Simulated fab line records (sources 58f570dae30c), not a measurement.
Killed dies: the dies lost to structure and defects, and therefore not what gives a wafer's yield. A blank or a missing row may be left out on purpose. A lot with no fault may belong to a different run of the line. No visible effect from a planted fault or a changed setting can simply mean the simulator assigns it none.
Problem report, 8D (eight disciplines) form, completed by code | flow berkeley-cmos170 | the parts of the form that need people (team, actions taken, sign-off) are left out

1. WHAT WENT WRONG
Wafers free of any fault read 526 (standard deviation 5.4) for NVT_TW at UCB170_NVT_TW_MEAS_09, against a mean of 472 on 6 wafers of 2 lots. That is -10 standard deviations from the usual mean.
The first sign was on wafer L772.1 at day 9 00:35, on film-metro-04. The record has a number at this step for 42 wafers belonging to 14 lots. Rule for "out" (also "out of limits"): further than 4 standard deviations from the usual mean. All remaining wafers that have a number are taken as sound.

2. WHAT IT IS, WHAT IT ISN'T
question                    | is                           | is not
which readings at this step | NVT_TW                       | -
which lots                  | L772, L773                   | L756, L759, L760, L761, L762, L764, L765, L769, L774, L776, L777, L779
which wafers of those lots  | all that have a number       | -
read on which gauges        | film-metro-02, film-metro-04 | film-metro-03
when                        | from day 9 00:35             | up to then (24 sound wafers); but 12 sound wafers of L774, L776, L777, L779 came after

3. THE SUSPECTS, EACH WITH WHAT RULES IT OUT
Counting: any tool at a process step up to the reading is kept as a suspect provided that every lot that is out went through it and no sound lot did after the first of them.
- the gauge at UCB170_NVT_TW_MEAS_09 has been ruled out. Those wafers that are out were read across 2 gauges (film-metro-02, film-metro-04).
- implanter-04 at UCB170_NVT_IMPLANT_07: kept. It ran every lot that is out, first L772 (day 9 00:20), and no sound lot after that; its last sound lot up to then is L765 (day 7 05:08). Its own readings are out on those wafers: beam-energy-keV.
Remaining after the count: implanter-04 at UCB170_NVT_IMPLANT_07.

4. THE CAUSE (what the simulator had put in)
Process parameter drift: implanter-04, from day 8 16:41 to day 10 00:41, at UCB170_NVT_IMPLANT_07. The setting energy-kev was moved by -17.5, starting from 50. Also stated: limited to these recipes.
This tool alone remained once counting was done.

5. THE CHAIN OF EFFECTS, in route order
Each row: a reading where the mean over the struck wafers with a number is more than 3 standard deviations away from the usual. Scope: only readings with a usual standard deviation given in the record; hours: median across lots of the time from each lot's start at the first step in this table that gives one to its start at this step; sigmas: change in usual standard deviations.
hours | step                  | reading         | usual  | on struck wafers | change  | sigmas
0     | UCB170_NVT_IMPLANT_07 | beam-energy-keV | 49.999 | 32.498           | -17.501 | -99 or more
0     | UCB170_NVT_TW_MEAS_09 | NVT_TW          | 526    | 472              | -54     | -10
Here are the process steps it includes:
- UCB170_NVT_IMPLANT_07
Later steps that measure or inspect, where all struck wafers having a row at the step show a number for every such reading and not one has moved that far: UCB170_GATE_THK_MEAS_02.

6. WHAT WOULD HAVE CAUGHT IT SOONER
The first out-of-limits reading at a measuring or inspecting step in this record came at day 9 00:35, 8 hours after the fault's start at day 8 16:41.
At UCB170_NVT_IMPLANT_07, the tool's own readings (beam-energy-keV) were out on each struck wafer the step has a row for, so an alarm limit on them would have fired on the first such wafer.
L773, from the lots that are out (2), started UCB170_NVT_IMPLANT_07 on implanter-04 later than day 9 00:35. Holding the tool at that time would have saved it.
